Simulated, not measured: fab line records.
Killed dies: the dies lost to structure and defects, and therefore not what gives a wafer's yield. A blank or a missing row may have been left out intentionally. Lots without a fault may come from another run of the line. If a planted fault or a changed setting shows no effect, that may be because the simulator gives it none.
Split-lot trial || flow berkeley-cmos170 || 23 wafers read from 5 lots, route of 331 steps

ON THE SPLIT
At UCB170_M3_COAT_05 (resist thk 900 nm), the setting spin-rpm was moved away from the recipe's 1500 rpm on 7 of the 23 wafers read, by -6.3% to +6.5%. For the rest of the wafers, this setting stayed at what the recipe calls for.

The reading comes from the split's own step.

THE READING
KrF_of_M3_COAT_05.thk-nm (the simulator's own value, which no gauge read), in nm, at UCB170_M3_COAT_05 (resist thk 900 nm). The file gives no usual value for it. Here, 16 wafers ran the recipe; their average is 899.8 nm with a standard deviation of 2.8 nm.

{"wafer": "L077.3", "tool, chamber at the split": "litho-track-02, 0", "spin-rpm as run, rpm": 1500, "against the recipe": "recipe", "KrF_of_M3_COAT_05.thk-nm, nm": 902.7, "against lot-mates on the recipe": "-"}
{"wafer": "L077.4", "tool, chamber at the split": "litho-track-02, 0", "spin-rpm as run, rpm": 1500, "against the recipe": "recipe", "KrF_of_M3_COAT_05.thk-nm, nm": 901.1, "against lot-mates on the recipe": "-"}
{"wafer": "L077.6", "tool, chamber at the split": "litho-track-02, 0", "spin-rpm as run, rpm": 1500, "against the recipe": "recipe", "KrF_of_M3_COAT_05.thk-nm, nm": 898.3, "against lot-mates on the recipe": "-"}
{"wafer": "L074.1", "tool, chamber at the split": "litho-track-02, 0", "spin-rpm as run, rpm": 1500, "against the recipe": "recipe", "KrF_of_M3_COAT_05.thk-nm, nm": 899.9, "against lot-mates on the recipe": "-"}
{"wafer": "L074.2", "tool, chamber at the split": "litho-track-02, 0", "spin-rpm as run, rpm": 1500, "against the recipe": "recipe", "KrF_of_M3_COAT_05.thk-nm, nm": 900.2, "against lot-mates on the recipe": "-"}
{"wafer": "L074.3", "tool, chamber at the split": "litho-track-02, 0", "spin-rpm as run, rpm": 1500, "against the recipe": "recipe", "KrF_of_M3_COAT_05.thk-nm, nm": 903.1, "against lot-mates on the recipe": "-"}
{"wafer": "L074.5", "tool, chamber at the split": "litho-track-02, 0", "spin-rpm as run, rpm": 1500, "against the recipe": "recipe", "KrF_of_M3_COAT_05.thk-nm, nm": 901, "against lot-mates on the recipe": "-"}
{"wafer": "L074.6", "tool, chamber at the split": "litho-track-02, 0", "spin-rpm as run, rpm": 1500, "against the recipe": "recipe", "KrF_of_M3_COAT_05.thk-nm, nm": 899.6, "against lot-mates on the recipe": "-"}
{"wafer": "L078.1", "tool, chamber at the split": "litho-track-01, 0", "spin-rpm as run, rpm": 1500, "against the recipe": "recipe", "KrF_of_M3_COAT_05.thk-nm, nm": 898.2, "against lot-mates on the recipe": "-"}
{"wafer": "L078.2", "tool, chamber at the split": "litho-track-01, 0", "spin-rpm as run, rpm": 1405, "against the recipe": "-6.3%", "KrF_of_M3_COAT_05.thk-nm, nm": 922.9, "against lot-mates on the recipe": "+25.9"}
{"wafer": "L078.3", "tool, chamber at the split": "litho-track-01, 0", "spin-rpm as run, rpm": 1405, "against the recipe": "-6.3%", "KrF_of_M3_COAT_05.thk-nm, nm": 925, "against lot-mates on the recipe": "+28.0"}
{"wafer": "L078.4", "tool, chamber at the split": "litho-track-01, 0", "spin-rpm as run, rpm": 1500, "against the recipe": "recipe", "KrF_of_M3_COAT_05.thk-nm, nm": 895.7, "against lot-mates on the recipe": "-"}
{"wafer": "L078.5", "tool, chamber at the split": "litho-track-01, 0", "spin-rpm as run, rpm": 1405, "against the recipe": "-6.3%", "KrF_of_M3_COAT_05.thk-nm, nm": 926, "against lot-mates on the recipe": "+29.0"}
{"wafer": "L080.1", "tool, chamber at the split": "litho-track-01, 0", "spin-rpm as run, rpm": 1500, "against the recipe": "recipe", "KrF_of_M3_COAT_05.thk-nm, nm": 896.7, "against lot-mates on the recipe": "-"}
{"wafer": "L080.2", "tool, chamber at the split": "litho-track-01, 0", "spin-rpm as run, rpm": 1541, "against the recipe": "+2.7%", "KrF_of_M3_COAT_05.thk-nm, nm": 886.3, "against lot-mates on the recipe": -9.8}
{"wafer": "L080.4", "tool, chamber at the split": "litho-track-01, 0", "spin-rpm as run, rpm": 1541, "against the recipe": "+2.7%", "KrF_of_M3_COAT_05.thk-nm, nm": 888.4, "against lot-mates on the recipe": -7.7}
{"wafer": "L080.5", "tool, chamber at the split": "litho-track-01, 0", "spin-rpm as run, rpm": 1500, "against the recipe": "recipe", "KrF_of_M3_COAT_05.thk-nm, nm": 897.4, "against lot-mates on the recipe": "-"}
{"wafer": "L080.6", "tool, chamber at the split": "litho-track-01, 0", "spin-rpm as run, rpm": 1500, "against the recipe": "recipe", "KrF_of_M3_COAT_05.thk-nm, nm": 894.3, "against lot-mates on the recipe": "-"}
{"wafer": "L085.1", "tool, chamber at the split": "litho-track-04, 0", "spin-rpm as run, rpm": 1500, "against the recipe": "recipe", "KrF_of_M3_COAT_05.thk-nm, nm": 903.6, "against lot-mates on the recipe": "-"}
{"wafer": "L085.2", "tool, chamber at the split": "litho-track-04, 0", "spin-rpm as run, rpm": 1597, "against the recipe": "+6.5%", "KrF_of_M3_COAT_05.thk-nm, nm": 877, "against lot-mates on the recipe": -25.8}
{"wafer": "L085.3", "tool, chamber at the split": "litho-track-04, 0", "spin-rpm as run, rpm": 1500, "against the recipe": "recipe", "KrF_of_M3_COAT_05.thk-nm, nm": 900.4, "against lot-mates on the recipe": "-"}
{"wafer": "L085.4", "tool, chamber at the split": "litho-track-04, 0", "spin-rpm as run, rpm": 1500, "against the recipe": "recipe", "KrF_of_M3_COAT_05.thk-nm, nm": 904.4, "against lot-mates on the recipe": "-"}
{"wafer": "L085.6", "tool, chamber at the split": "litho-track-04, 0", "spin-rpm as run, rpm": 1597, "against the recipe": "+6.5%", "KrF_of_M3_COAT_05.thk-nm, nm": 876.1, "against lot-mates on the recipe": -26.7}

THE FIT
A straight line over all 23 wafers: KrF_of_M3_COAT_05.thk-nm changes by -3.84 nm for each +1% of spin-rpm; r = -0.98; the points scatter about the line by 2.6 nm.
The same after taking each lot's own level away (the mean of its wafers on the recipe; 23 wafers): -4.17 nm for each +1%; r = -0.99; scatter 1.7 nm.
Per that fit: largest spin-rpm move, reading shift of 27 nm.
From 896.13 to 902.80 nm: that is the span of the lots' own levels, equal to 2.4 times the standard deviation above.
So the lot-to-lot level changes the slope little: the two slopes agree.
Check: for one of the wafers moved furthest among these (+6.5%), held out of the fit, the line's prediction against its lot-mates is -26.7 nm. Against them it came out at -25.8 nm.

ADDITIONAL SPLITS CARRIED BY THESE WAFERS
These wafers also went through other splits before the reading. Each is held against what the fit with the lots' levels taken away leaves over:
{"other split on the same wafers": "UCB170_M2_METAL_ETCH_18 over-etch-frac", "wafers away from the commonest value": 7, "r with KrF_of_M3_COAT_05.thk-nm (lot level and that fit taken away)": -0.19}

THE WHOLE CHAIN: every reading that the file lists as answering this split, in the file's order
{"step": "UCB170_M3_COAT_05", "what it does": "resist thk 900 nm", "reading": "KrF_of_M3_COAT_05.thk-nm (the simulator's own value, which no gauge read)", "change (the file's fit)": "-4.13 nm for each +1% of the setting", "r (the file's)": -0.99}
{"step": "UCB170_M3_STRIP_07", "what it does": "strips in O2", "reading": "strip-time-to-endpoint-s", "change (the file's fit)": "withheld for each +1% of the setting", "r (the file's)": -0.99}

THE FILE'S OWN FIT
KrF_of_M3_COAT_05.thk-nm changes by -4.13 nm for each +1% of spin-rpm, r = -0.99.
